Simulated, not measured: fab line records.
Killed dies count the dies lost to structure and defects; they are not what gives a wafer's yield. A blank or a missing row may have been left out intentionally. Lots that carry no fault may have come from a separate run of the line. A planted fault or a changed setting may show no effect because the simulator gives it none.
The tool behind it: which one? -- flow berkeleyCmos170 -- Sampling: 14 lots, 42 wafers, 4 of 331 route steps

== WHAT EACH GAUGE READ, for each wafer ==
UCB170_PWELL_THK_MEAS_06. Usual: PWELL_NITRIDE_THK typically reads 220.1 nm, with standard deviation 1.8.
lot,measured,on,PWELL_NITRIDE_THK (nm),flag
L485,day 3 06:40,filmMetro-02,220.3 219.2 222.4,
L486,day 3 15:42,filmMetro-03,221.1 221.0 218.5,
L488,day 3 15:41,filmMetro-02,217.4 217.5 217.1,
L487,day 3 15:41,filmMetro-04,221.4 220.9 222.2,
L490,day 4 04:34,filmMetro-02,219.6 218.3 219.9,
L489,day 4 04:35,filmMetro-03,222.1 219.9 222.0,
L492,day 4 14:09,filmMetro-04,217.0 217.5 218.1,
L491,day 4 14:07,filmMetro-02,222.5 223.1 220.9,
L493,day 4 22:11,filmMetro-03,219.1 219.2 219.1,
L494,day 5 08:22,filmMetro-02,218.8 216.4 217.6,
L495,day 5 08:14,filmMetro-02,217.5 217.6 218.9,
L496,day 5 08:19,filmMetro-02,221.1 221.6 220.5,
L500,day 6 10:35,filmMetro-04,232.4 233.3 233.8 232.2 233.1 233.7,OFF
L503,day 6 20:02,filmMetro-04,231.8 229.6 230.2 232.1 229.3 230.3,OFF

UCB170_ACTIVE_OVL_MEAS_14. Usual: ACTIVE_OVL typically reads -2 nm, with standard deviation 5.2.
lot,measured,on,ACTIVE_OVL (nm),flag
L485,day 4 19:07,overlay-01,-3 0 -10,
L486,day 5 03:57,overlay-01,-10 -2 -2,
L488,day 5 03:50,overlay-02,9 1 -7,
L487,day 5 03:42,overlay-01,3 4 6,
L490,day 5 11:28,overlay-02,0 0 1,
L489,day 5 11:14,overlay-02,-6 -6 -10,
L492,day 6 05:40,overlay-02,1 -3 -5,
L491,day 6 05:32,overlay-01,-2 2 0,
L493,day 6 10:16,overlay-01,0 -1 -2,
L494,day 6 20:02,overlay-02,-6 -6 3,
L495,day 6 20:24,overlay-01,-11 -10 -8,
L496,day 6 20:19,overlay-02,3 5 2,
L500,day 7 16:35,overlay-02,5 3 0,
L503,day 8 03:50,overlay-02,-4 1 2,

== WHICH TOOL RAN EACH LOT (tool, then ch and the chambers of the sampled wafers, then the start) ==
lot,UCB170_NWELL_STRIP_15,UCB170_PWELL_CVD_05
L485,"plasmaAsher-03 ch 0,1, day 2 15:36","lpcvd-02 ch 0, day 3 04:45"
L486,"plasmaAsher-02 ch 0,1, day 2 22:49","lpcvd-02 ch 0, day 3 13:46"
L488,"plasmaAsher-04 ch 0,1, day 3 02:40","lpcvd-02 ch 1, day 3 13:46"
L487,"plasmaAsher-02 ch 0,1, day 3 02:55","lpcvd-02 ch 0, day 3 13:46"
L490,"plasmaAsher-02 ch 0,1, day 3 11:32","lpcvd-01 ch 1, day 4 02:38"
L489,"plasmaAsher-02 ch 0,1, day 3 12:08","lpcvd-01 ch 1, day 4 02:38"
L492,"plasmaAsher-03 ch 0,1, day 3 21:44","lpcvd-02 ch 0, day 4 12:12"
L491,"plasmaAsher-04 ch 0,1, day 3 21:58","lpcvd-02 ch 1, day 4 12:12"
L493,"plasmaAsher-02 ch 0,1, day 4 04:31","lpcvd-02 ch 1, day 4 20:16"
L494,"plasmaAsher-02 ch 1, day 4 12:49","lpcvd-01 ch 1, day 5 06:17"
L495,"plasmaAsher-04 ch 0,1, day 4 13:01","lpcvd-01 ch 0, day 5 06:17"
L496,"plasmaAsher-03 ch 0,1, day 4 13:05","lpcvd-01 ch 1, day 5 06:17"
L500,"plasmaAsher-04 ch 0,1, day 5 17:28","lpcvd-01 ch 1, day 6 08:39"
L503,"plasmaAsher-03 ch 0,1, day 6 01:55","lpcvd-01 ch 1, day 6 18:07"
- UCB170_NWELL_STRIP_15: strips in O2.
- UCB170_PWELL_CVD_05: deposits Si3N4 from SiH2Cl2/NH3, target thk 220 nm, time 3300 s.

== AS READ BY THE TOOLS THEMSELVES (means over the sampled wafers that have a number; for cases with no such wafer, the mark the record gives instead) ==
UCB170_NWELL_STRIP_15. Usual: drypumpMotorCurrentA 5.8 A, standard deviation 0.68; oesProductAu 0.721 a.u., standard deviation 0.0041; stripTimeToEndpointS 17.97 s, standard deviation 0.079.
lot,tool,drypumpMotorCurrentA (A),oesProductAu (a.u.),stripTimeToEndpointS (s),flag
L485,plasmaAsher-03,6.0,0.724,17.98,
L486,plasmaAsher-02,5.5,0.718,17.90,
L488,plasmaAsher-04,6.5,0.722,17.96,
L487,plasmaAsher-02,5.1,0.717,17.98,
L490,plasmaAsher-02,5.5,0.716,18.06,
L489,plasmaAsher-02,5.5,0.717,17.96,
L492,plasmaAsher-03,6.0,0.716,17.97,
L491,plasmaAsher-04,6.4,0.723,17.98,
L493,plasmaAsher-02,5.5,0.720,17.94,
L494,plasmaAsher-02,4.6,0.721,18.00,
L495,plasmaAsher-04,6.4,0.719,18.03,
L496,plasmaAsher-03,6.0,0.723,17.95,
L500,plasmaAsher-04,6.4,0.721,18.01,
L503,plasmaAsher-03,6.0,0.721,18.08,

UCB170_PWELL_CVD_05. Usual: sih2cl2FlowSccm 24.98 sccm, standard deviation 0.076; zonePowerSourcePct 19.2 %, standard deviation 1.6.
lot,tool,sih2cl2FlowSccm (sccm),zonePowerSourcePct (%),flag
L485,lpcvd-02,24.95,18.7,
L486,lpcvd-02,25.05,18.9,
L488,lpcvd-02,24.97,22.1,
L487,lpcvd-02,24.95,18.6,
L490,lpcvd-01,25.11,18.2,
L489,lpcvd-01,24.97,18.1,
L492,lpcvd-02,24.99,18.8,
L491,lpcvd-02,24.94,22.1,
L493,lpcvd-02,24.95,22.3,
L494,lpcvd-01,24.97,18.1,
L495,lpcvd-01,24.91,18.7,
L496,lpcvd-01,25.07,18.1,
L500,lpcvd-01,30.01,18.1,OFF
L503,lpcvd-01,29.95,18.2,OFF

== THE ANSWER, worked out from the rows above alone ==
Rule: a lot counts as off when the mean over its wafers that have a number is more than 3 standard deviations away from the usual mean. A lot without any number at a reading at which 4 lots or more have one is off too. Where the step has rows for the other lots, those lots are counted as sound. Order of review: gauges by route order, followed by the tools' own readings, for which a lot's mean as printed above is used. The first step at which some lot is off is used, and at that step the reading that is off furthest; a lot without a number counts as furthest.
Off: at UCB170_PWELL_THK_MEAS_06 (PWELL_NITRIDE_THK), L500, L503.
If a tool, at a process step before that reading, ran all the lots that are off and no sound lot after the first of them, it fits. Not tried: the gauges at UCB170_PWELL_THK_MEAS_06; whatever is off there is also off at UCB170_PWELL_CVD_05, on other tools, and gauge error can't account for it. One fits: lpcvd-01 at UCB170_PWELL_CVD_05. A fault onset in the window from L494 (day 5 06:17, its last sound lot) to L500 (day 6 08:39, its first lot off) fits.
The tool's own readings at UCB170_PWELL_CVD_05 bear it out: on the lots that are off they differ by more than 5 times the standard deviation of the sound lots' means. sih2cl2FlowSccm reads 29.98 sccm there against 24.99 sccm on the sound lots.

== WHAT THE SIMULATOR PUT IN ==
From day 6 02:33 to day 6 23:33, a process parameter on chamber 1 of lpcvd-01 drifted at UCB170_PWELL_CVD_05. From 25, the setting sih2cl2FlowSccm moved by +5. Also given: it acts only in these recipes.
Lots struck among those shown: L500, L503. The rule above found the same.
